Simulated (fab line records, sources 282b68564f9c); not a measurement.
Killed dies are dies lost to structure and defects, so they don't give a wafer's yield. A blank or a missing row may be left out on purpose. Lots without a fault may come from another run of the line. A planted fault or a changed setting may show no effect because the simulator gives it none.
A struck lot beside a sound one | flow rit_cmos | 15 steps out of a route of 202
Sound: wafers L815.2, L815.3, L815.6. Struck: wafers L823.2, L823.4, L823.6. The cause comes at the end.
At each step with rows: each side's tool, then ch and its chambers, then its first start. Under that, the readings that differ: sound wafers | struck wafers | difference of the means | sigmas: that difference in standard deviations of wafers without a fault.
alike: readings whose means differ by less than 2 such deviations, and words and numbers that are the same on both sides. not compared: withheld readings, readings that some wafer has no value for, bounds like >300 that may hide the same value, and numbers for which the record gives no deviation and whose values overlap.
The two part at a step that has a row with sigmas, a row that says differs or no value, or rows on one side only. Numbers that don't overlap but have no deviation are shown without sigmas and don't part them. A reading that every wafer of one side lacks parts them only if that side has two wafers or more.

first, 1 step without rows for these wafers: RIT_SILICIDE_WET_ETCH_00 (etches SiO2 in BOE, target depth 14 nm, time 15 s).
RIT_SILICIDE_SPUTTER_01: material Ti, target thk 30 nm, time 240 s.
  sound on pvd_sputter-04, day 4 06:38; struck on pvd_sputter-01, day 5 19:20
  alike: chamber_pressure_pa, throttle_valve_pct
RIT_SILICIDE_RS_MEAS_02: measures by four-point-probe.
  sound on film_metro-01, day 4 06:49; struck on film_metro-01, day 5 19:30
  alike: SILICIDE_TI_RS
RIT_SILICIDE_THK_MEAS_03: measures by xrf.
  sound on film_metro-01, day 4 06:55; struck on film_metro-01, day 5 19:37
  alike: SILICIDE_TI_THK
RIT_SILICIDE_RTA_04: time 10 s, ramp up 5 s, ramp down 5 s.
  sound on rtp_anneal-02 ch 0, day 4 06:59; struck on rtp_anneal-02 ch 0, day 5 19:40
  alike: wafer_temp_C_max
then, 1 step without rows for these wafers: RIT_SILICIDE_WET_ETCH_05 (etches Ti in SPM, time 120 s).
RIT_SILICIDE_RTA_06: time 10 s, ramp up 5 s, ramp down 10 s.
  sound on rtp_anneal-01 ch 0, day 4 07:05; struck on rtp_anneal-01 ch 0, day 5 19:47
  alike: wafer_temp_C_max
RIT_CONTACT_CVD_00: deposits SiO2 from TEOS, target thk 400 nm, time 61 s.
  sound on pecvd-02 ch 0,1, day 4 07:08; struck on pecvd-01 ch 1,2, day 5 19:50
  alike: heater_power_w
RIT_CONTACT_THK_MEAS_01:
  sound on film_metro-04, day 4 07:13; struck on film_metro-02, day 5 19:54
  reading               | sound       | struck      | difference | sigmas
  CONTACT_TEOS_THK (nm) | 392 394 399 | 403 405 408 | +10        | +2
then, 3 steps without rows for these wafers: RIT_CONTACT_HMDS_02 (prime time 60 s); RIT_CONTACT_COAT_03 (resist thk 1000 nm); RIT_CONTACT_SOFTBAKE_04 (time 60 s).
RIT_CONTACT_EXPOSE_05: exposes mask M11, target cd 1000 nm.
  sound on iline_stepper-01 ch 0, day 4 07:51; struck on iline_stepper-01 ch 0, day 5 20:25
  reading              | sound                | struck               | difference | sigmas
  exposure_dose_mJ_cm2 | 249.65 249.98 249.80 | 248.78 248.25 248.41 | -1.33      | -5
  alike: mask
then, 2 steps without rows for these wafers: RIT_CONTACT_PEB_06; RIT_M1_PROBE_99.

WHERE THEY PART
First at RIT_CONTACT_THK_MEAS_01; last, within this record, at RIT_CONTACT_EXPOSE_05.

WHY: what the simulator had put in
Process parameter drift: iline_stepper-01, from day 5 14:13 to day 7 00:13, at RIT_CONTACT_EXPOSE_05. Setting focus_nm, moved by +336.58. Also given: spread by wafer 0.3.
